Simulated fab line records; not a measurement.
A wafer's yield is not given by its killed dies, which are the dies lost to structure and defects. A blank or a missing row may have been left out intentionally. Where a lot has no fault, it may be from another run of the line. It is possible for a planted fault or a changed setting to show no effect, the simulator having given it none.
fab line records | flow berkeleyCmos170
[record] lots = 7 | wafers = 21 | lastDay = 11
route steps=331 shown WELLDRIVE@58 ACTIVE@60 M3@331
lots that met no fault: from a run of the same line without faults
startH: the number of hours between the record's first day and the start of the first shown wafer of the lot | waitH: hours since the lot's step before | " identical to the entry in the row above | L1.1+2: a row that stands for several wafers | - no value present, or no start provided | * or withheld: withheld | < > ~ a bound
route shown NAME@n: NAME is a module with steps in the file, n the number in the route of the first one | usual: the fault-free wafers' mean and standard deviation | same: alike in all rows | chamber/n: place in a boat | sites: readings site by site | _std_site: standard deviation of those values | _edge_site: mean of outer sites minus mean of inner sites | radiusMm: for every site, how far away it sits from the centre of the wafer | mask NAME#n: copy n | behind: the last tool/chamber to shape the wafer | hold: the reason the lot was held/the length of the hold in hours/how it ended | device: names the non-switching transistor (n, p or np) | end of line: the route-end tests of the same wafers | where a step has no rows: the recipe by itself | killed: dies lost to structure and defects at the first sort, not the wafer's yield | map: dies across one wafer; x = killed, . = not, _ = none there
set.NAME: the run value of the setting; set.NAME@STEP: its run value at that earlier step | model.NAME: the simulator's own value behind a step, which no gauge read
lots at selected steps of the route; one table per step, one row per wafer
services: the hour from which a tool's chamber was out of use, counted from the record's first day as startH (under 0 if before that day), plus the number of hours and why
[[steps]]
[step UCB170_WELLDRIVE_ANNEAL_03]
[recipe] tempC = 1100 | timeS = 900 | ambient = N2
[step UCB170_WELLDRIVE_WET_ETCH_04]
[recipe] chemistry = BOE | dilution = 5:1 | target = SiO2 | tempC = 25 | timeS = 120
[step UCB170_ACTIVE_CLEAN_00]
[recipe] chemistry = SPM | tempC = 120 | timeS = 600
[step UCB170_ACTIVE_CLEAN_01]
[recipe] chemistry = dHF | dilution = 25:1 | timeS = 60
[step UCB170_ACTIVE_OXIDATION_02]
[recipe] tempC = 1000 | ambient = O2 | targetThkA = 264 | oxTimeS = 1260
[step UCB170_ACTIVE_THK_MEAS_03]
[recipe] reads = SiO2_of_ACTIVE_OXIDATION_02
[usual] ACTIVE_OXIDE_THK = 26.4/0.67
lot.wafer | tool         | chamber | startH | waitH | ACTIVE_OXIDE_THK[nm]
L648.1    | filmMetro-04 | -       | 84.74  | 0.0   | 27.1
L648.2    | "            | -       | "      | "     | 26.4
L648.5    | "            | -       | "      | "     | 26.8
L649.2    | filmMetro-01 | -       | 97.27  | 0.0   | 27.7
L649.5    | "            | -       | "      | "     | 27.7
L649.6    | "            | -       | "      | "     | 28.0
L653.1    | filmMetro-01 | -       | 123.50 | 0.0   | 26.7
L653.3    | "            | -       | "      | "     | 26.1
L653.4    | "            | -       | "      | "     | 26.4
L658.2    | filmMetro-04 | -       | 123.51 | 0.0   | 25.7
L658.4    | "            | -       | "      | "     | 26.1
L658.6    | "            | -       | "      | "     | 26.4
L654.1    | filmMetro-04 | -       | 123.56 | 0.1   | 26.8
L654.4    | "            | -       | "      | "     | 26.5
L654.6    | "            | -       | "      | "     | 26.9
L655.1    | filmMetro-03 | -       | 123.56 | 0.1   | 26.7
L655.3    | "            | -       | "      | "     | 27.2
L655.6    | "            | -       | "      | "     | 27.3
L663.1    | filmMetro-04 | -       | 161.95 | 0.0   | 25.5
L663.3    | "            | -       | "      | "     | 25.6
L663.4    | "            | -       | "      | "     | 26.2
[step UCB170_ACTIVE_ANNEAL_04]
[recipe] tempC = 1000 | timeS = 900 | ambient = N2
[step UCB170_ACTIVE_CVD_05]
[recipe] material = Si3N4 | targetThkNm = 220 | tempC = 800 | precursor = SiH2Cl2/NH3 | timeS = 3300 | pressureMtorr = 200 | sih2cl2FlowSccm = 25 | nh3FlowSccm = 75
[step UCB170_ACTIVE_THK_MEAS_06]
[recipe] reads = Si3N4_of_ACTIVE_CVD_05
[usual] ACTIVE_NITRIDE_THK = 219.6/1.8
lot.wafer | tool         | chamber | startH | waitH | ACTIVE_NITRIDE_THK[nm]
L648.1    | filmMetro-04 | -       | 94.13  | 0.0   | 222.1
L648.2    | "            | -       | "      | "     | 222.5
L648.5    | "            | -       | "      | "     | 222.3
L649.2    | filmMetro-01 | -       | 105.55 | 0.0   | 220.3
L649.5    | "            | -       | "      | "     | 218.3
L649.6    | "            | -       | "      | "     | 219.0
L653.1    | filmMetro-03 | -       | 130.42 | 0.0   | 217.6
L653.3    | "            | -       | "      | "     | 217.4
L653.4    | "            | -       | "      | "     | 219.2
L654.1    | filmMetro-01 | -       | 130.48 | 0.1   | 220.4
L654.4    | "            | -       | "      | "     | 220.5
L654.6    | "            | -       | "      | "     | 219.2
L655.1    | filmMetro-04 | -       | 130.48 | 0.1   | 220.1
L655.3    | "            | -       | "      | "     | 219.7
L655.6    | "            | -       | "      | "     | 223.3
L658.2    | filmMetro-03 | -       | 130.49 | 0.1   | 216.8
L658.4    | "            | -       | "      | "     | 218.3
L658.6    | "            | -       | "      | "     | 215.7
L663.1    | filmMetro-03 | -       | 168.71 | 0.0   | 220.7
L663.3    | "            | -       | "      | "     | 220.8
L663.4    | "            | -       | "      | "     | 219.8
[step UCB170_ACTIVE_HMDS_07]
[recipe] primeTimeS = 60 | primeTempC = 100
[step UCB170_ACTIVE_COAT_08]
[recipe] resist = KrF | spinRpm = 1500 | resistThkNm = 900
[step UCB170_ACTIVE_SOFTBAKE_09]
[recipe] resist = KrF | tempC = 130 | timeS = 60
[step UCB170_ACTIVE_EXPOSE_10]
[recipe] maskId = ACTIVE | targetCdNm = 1200 | na = 0.5 | sigmaOuter = 0.6 | sourceShape = conventional | doseMj = 20
lot.wafer  | tool          | chamber | startH | waitH | mask     | model.ACTIVE.overlayXNm
L648.1+2+5 | krfScanner-02 | 0       | 94.76  | 0.2   | ACTIVE#0 | -2.307
L649.2+5+6 | krfScanner-01 | 0       | 106.32 | 0.1   | ACTIVE#0 | -6.767
L653.1+3+4 | krfScanner-02 | 0       | 131.54 | 0.4   | ACTIVE#0 | 5.592
L658.2+4+6 | krfScanner-01 | 0       | 131.80 | 0.4   | ACTIVE#0 | -153.2
L654.1+4+6 | krfScanner-01 | 0       | 131.90 | 0.3   | ACTIVE#0 | -167.7
L655.1+3+6 | krfScanner-02 | 0       | 132.14 | 0.6   | ACTIVE#0 | 1.667
L663.1+3+4 | krfScanner-01 | 0       | 169.80 | 0.2   | ACTIVE#0 | -165
[step UCB170_ACTIVE_PEB_11]
[recipe] pebTempC = 130 | pebTimeS = withheld | resist = KrF
[step UCB170_ACTIVE_DEVELOP_12]
[recipe] developer = TMAH | developTimeS = 45 | resist = KrF | devTempC = 21
[step UCB170_ACTIVE_CD_MEAS_13]
[recipe] targetCdNm = 1200
[usual] cdNm = 1199.6/1.7
lot.wafer | tool     | chamber | startH | waitH | cdNm
L648.1    | cdSem-01 | -       | 95.34  | -     | 1203.8
L648.2    | "        | -       | "      | "     | 1204.4
L648.5    | "        | -       | "      | "     | 1203.6
L649.2    | cdSem-01 | -       | 107.27 | -     | 1199.5
L649.5    | "        | -       | "      | "     | 1199.7
L649.6    | "        | -       | "      | "     | 1199.1
L653.1    | cdSem-02 | -       | 132.24 | -     | 1201.9
L653.3    | "        | -       | "      | "     | 1200.5
L653.4    | "        | -       | "      | "     | 1202.6
L658.2    | cdSem-02 | -       | 132.38 | -     | 1201.4
L658.4    | "        | -       | "      | "     | 1200.8
L658.6    | "        | -       | "      | "     | 1200.7
L654.1    | cdSem-02 | -       | 132.48 | -     | 1200.5
L654.4    | "        | -       | "      | "     | 1200.7
L654.6    | "        | -       | "      | "     | 1200.6
L655.1    | cdSem-01 | -       | 132.58 | -     | 1200.9
L655.3    | "        | -       | "      | "     | 1202.2
L655.6    | "        | -       | "      | "     | 1202.3
L663.1    | cdSem-02 | -       | 170.73 | -     | 1199.3
L663.3    | "        | -       | "      | "     | 1200.0
L663.4    | "        | -       | "      | "     | 1202.7
[step UCB170_ACTIVE_OVL_MEAS_14]
[usual] ACTIVE_OVL = 1/5.5
lot.wafer | tool       | chamber | startH | waitH | ACTIVE_OVL[nm]
L648.1    | overlay-02 | -       | 95.46  | 0.1   | -2
L648.2    | "          | -       | "      | "     | -3
L648.5    | "          | -       | "      | "     | -6
L649.2    | overlay-02 | -       | 107.37 | 0.1   | -1
L649.5    | "          | -       | "      | "     | -5
L649.6    | "          | -       | "      | "     | 6
L653.1    | overlay-01 | -       | 132.36 | 0.1   | 2
L653.3    | "          | -       | "      | "     | 6
L653.4    | "          | -       | "      | "     | 7
L658.2    | overlay-02 | -       | 132.49 | 0.1   | -156
L658.4    | "          | -       | "      | "     | -156
L658.6    | "          | -       | "      | "     | -150
L654.1    | overlay-01 | -       | 132.60 | 0.1   | -156
L654.4    | "          | -       | "      | "     | -164
L654.6    | "          | -       | "      | "     | -170
L655.1    | overlay-01 | -       | 132.70 | 0.1   | 3
L655.3    | "          | -       | "      | "     | 6
L655.6    | "          | -       | "      | "     | 7
L663.1    | overlay-01 | -       | 170.85 | 0.1   | -162
L663.3    | "          | -       | "      | "     | -166
L663.4    | "          | -       | "      | "     | -163
[step UCB170_ACTIVE_ETCH_15]
[recipe] chemistry = CH3F/Ar/O2 | target = Si3N4 | stopOn = SiO2 | CH3F_flow_sccm = 20 | Ar_flow_sccm = 50 | O2_flow_sccm = 7 | pressureMtorr = 50 | rfW = 450 | targetDepthA = 2420 | overEtchFrac = 0.1 | timeS = 151
[usual] chamberPressureMTorr = 50.00/0.043 | drypumpMotorCurrentA = 5.9/0.34 | oesProductAu = 0.940/0.015 | throttleValvePct = 8.05/0.15
lot.wafer | tool       | chamber | startH | waitH | chamberPressureMTorr | drypumpMotorCurrentA | oesProductAu | rfHoursCounterH | throttleValvePct
L648.1    | rieDiel-04 | 1       | 95.50  | 0.0   | 49.95                | 6.4                  | 0.949        | 0               | 8.17
L648.2    | "          | 3       | "      | "     | 49.93                | 6.1                  | 0.972        | 70              | 8.09
L648.5    | "          | 1       | "      | "     | 50.02                | 6.3                  | 0.944        | -               | 8.17
L649.2    | rieDiel-02 | 1       | 107.40 | 0.0   | 50.02                | 6.2                  | 0.925        | 16              | 8.29
L649.5    | "          | 1       | "      | "     | 49.97                | 6.2                  | 0.928        | -               | 8.28
L649.6    | "          | 2       | "      | "     | 50.05                | 5.3                  | 0.934        | -               | 7.99
L653.1    | rieDiel-02 | 3       | 132.40 | 0.0   | 50.03                | 6.3                  | 0.939        | 1               | 7.76
L653.3    | "          | 0       | "      | "     | 50.09                | 5.9                  | 0.929        | 13              | 7.92
L653.4    | "          | 1       | "      | "     | 49.96                | 6.2                  | 0.926        | 17              | 8.27
L658.2    | rieDiel-03 | 2       | 132.52 | 0.0   | 50.00                | 5.5                  | 0.940        | 13              | 8.19
L658.4    | "          | 0       | "      | "     | 50.03                | 5.8                  | 0.957        | -               | 8.09
L658.6    | "          | 2       | "      | "     | 50.03                | 5.5                  | 0.943        | -               | 8.19
L654.1    | rieDiel-04 | 3       | 132.64 | 0.0   | 50.01                | 6.1                  | 0.959        | 71              | 8.09
L654.4    | "          | 1       | "      | "     | 49.99                | 6.4                  | 0.946        | -               | 8.15
L654.6    | "          | 3       | "      | "     | 50.05                | 6.2                  | 0.964        | -               | 8.07
L655.1    | rieDiel-02 | 2       | 132.73 | 0.0   | 50.00                | 5.4                  | 0.942        | 149             | 7.99
L655.3    | "          | 1       | "      | "     | 49.98                | 6.2                  | 0.928        | 17              | 8.29
L655.6    | "          | 0       | "      | "     | 50.04                | 5.9                  | 0.944        | -               | 7.92
L663.1    | rieDiel-04 | 2       | 170.89 | 0.0   | 50.00                | 5.6                  | 0.935        | 67              | 7.97
L663.3    | "          | 3       | "      | "     | 49.99                | 6.2                  | 0.968        | 73              | 8.09
L663.4    | "          | 1       | "      | "     | 49.90                | 6.4                  | 0.943        | 3               | 8.15
[step UCB170_M3_PROBE_99]
lot.wafer | tool      | chamber | startH | waitH | model.etest.isoPplusPwell.bvV | model.etest.isoNplusNwell.lateralLog10AUm
L648.2    | prober-02 | -       | 192.39 | 0.1   | 25.02                         | -8.085
L649.2    | prober-01 | -       | 204.36 | 0.1   | 24.91                         | -8.096
L649.5    | prober-01 | -       | 204.51 | 0.2   | 25.18                         | -8.147
L649.6    | prober-01 | -       | 204.56 | 0.2   | 25.5                          | -8.173
L655.1    | prober-01 | -       | 225.08 | 0.1   | 23.96                         | -8.158
L655.3    | prober-01 | -       | 225.18 | 0.2   | 23.97                         | -8.127
L655.6    | prober-01 | -       | 225.33 | 0.2   | 23.89                         | -8.061
L654.4    | prober-02 | -       | 228.44 | 0.2   | 22.41                         | -8.196
L654.6    | prober-02 | -       | 228.54 | 0.2   | 22.34                         | -8.167
L653.1    | prober-02 | -       | 229.20 | 0.1   | 25.31                         | -8.117
L653.3    | prober-02 | -       | 229.30 | 0.2   | 25.38                         | -8.123
L653.4    | prober-02 | -       | 229.35 | 0.2   | 25.18                         | -8.104
L658.2    | prober-02 | -       | 231.63 | 0.1   | 23.11                         | -8.066
L658.4    | prober-02 | -       | 231.73 | 0.2   | 23.2                          | -8.139
L658.6    | prober-02 | -       | 231.83 | 0.2   | 23.29                         | -8.169
L663.3    | prober-02 | -       | 266.70 | 0.2   | 21.42                         | -8.18
L663.4    | prober-02 | -       | 266.75 | 0.2   | 22.61                         | -8.121
// killed by level:class
L648.2 M2:geometricParticle:short=1 M3:geometricParticle:short=1 ACTIVE:areaEtch=1
L649.2 WELLDRIVE:geometricParticle:open=1 FIELD:geometricParticle:open=1 V1:geometricParticle:short=1
L649.5 SILICIDE:geometricParticle:short=1
L649.6 GATE:geometricParticle:open=1 M1:geometricParticle:short=1
L655.3 START:geometricParticle:open=2 GATE:geometricParticle:short=1 SPACER:geometricParticle:open=1
L655.6 GATE:geometricParticle:open=1 SILICIDE:geometricParticle:open=1 CONTACT:geometricParticle:short=1 M3:geometricParticle:short=1
L653.1 V2:geometricParticle:open=1 V2:geometricParticle:short=1
L653.3 GATE:geometricParticle:short=1 SPACER:geometricParticle:open=1 SILICIDE:geometricParticle:short=1 M2:geometricParticle:short=1 M3:geometricParticle:short=1
L653.4 START:geometricParticle:open=1 GATE:geometricParticle:open=1
L658.2 GATE:geometricParticle:open=1
L658.4 ACTIVE:areaEtch=3 V1:geometricParticle:short=1 V1:geometricParticle:open=1 M3:geometricParticle:short=1
L658.6 FIELD:geometricParticle:short=1 SILICIDE:geometricParticle:open=1 M2:geometricParticle:short=1 SPACER:areaEtchback=1
L663.3 V1:geometricParticle:open=3 ACTIVE:areaEtch=3 START:geometricParticle:open=1 ACTIVE:geometricParticle:short=1 M2:geometricParticle:short=1
L663.4 ACTIVE:areaEtch=1
[[services]]
tool          | chamber | startH | hours | kind
krfScanner-02 | -       | 76.89  | 1.0   | pm
rieDiel-03    | 1       | 79.84  | 16.9  | repair
krfScanner-01 | -       | 81.43  | 1.8   | repair
krfScanner-01 | -       | 88.01  | 4.4   | pm
rieDiel-02    | 3       | 91.55  | -     | clean
rieDiel-02    | 3       | 91.55  | -     | consumableReplace:esc
rieDiel-02    | 3       | 91.55  | 22.0  | scheduledDown
rieDiel-02    | 3       | 91.55  | 22.0  | ventCycle
rieDiel-04    | -       | 91.93  | 1.0   | repair
krfScanner-02 | -       | 92.14  | 0.4   | repair
krfScanner-01 | -       | 114.62 | 1.3   | pm
rieDiel-04    | 0       | 125.78 | 4.3   | repair
rieDiel-03    | 1       | 130.30 | 4.5   | repair
rieDiel-04    | 0       | 132.61 | 2.6   | repair
krfScanner-02 | -       | 148.36 | 0.3   | repair
rieDiel-03    | 3       | 148.76 | 2.7   | repair
krfScanner-01 | -       | 150.67 | 0.8   | pm
rieDiel-02    | -       | 164.94 | 0.4   | repair
rieDiel-03    | 2       | 165.93 | 3.0   | repair
[[key]]
[firstSign] step = UCB170_ACTIVE_OVL_MEAS_14 | reading = ACTIVE_OVL | direction = down | sigmas = 29 | usual = 1 | struck = -160
effect none on later readings
[modelEffect] step = UCB170_ACTIVE_EXPOSE_10 | value = ACTIVE.overlayXNm | without = -1.954 | struck = -162
[modelEffect] step = UCB170_M3_PROBE_99 | value = etest.isoPplusPwell.bvV | without = 25.75 | struck = 22.63
metAt UCB170_ACTIVE_EXPOSE_10
struckWafers L654.1,L654.4,L654.6,L658.2,L658.4,L658.6,L663.1,L663.3,L663.4
sortLeftOut L654.1,L654.4,L654.6
testerLeftOut L654,L658,L663
[fault] kind = scannerMatchingOverlay | tool = krfScanner-01 | chamber = - | onsetH = 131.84 | steps = UCB170_ACTIVE_EXPOSE_10 | offset = -160
// testerLeftOut: of these lots the tester's yield and bins aren't shown, on N5 and GAA mostly nor the transistor test; their killed dies are dies lost to structure and defects alone, not to doping, threshold or leakage, so they don't give the yield
// sortLeftOut: the simulated sort isn't trusted on such a fault, so these wafers' sort isn't shown, and their yield isn't known
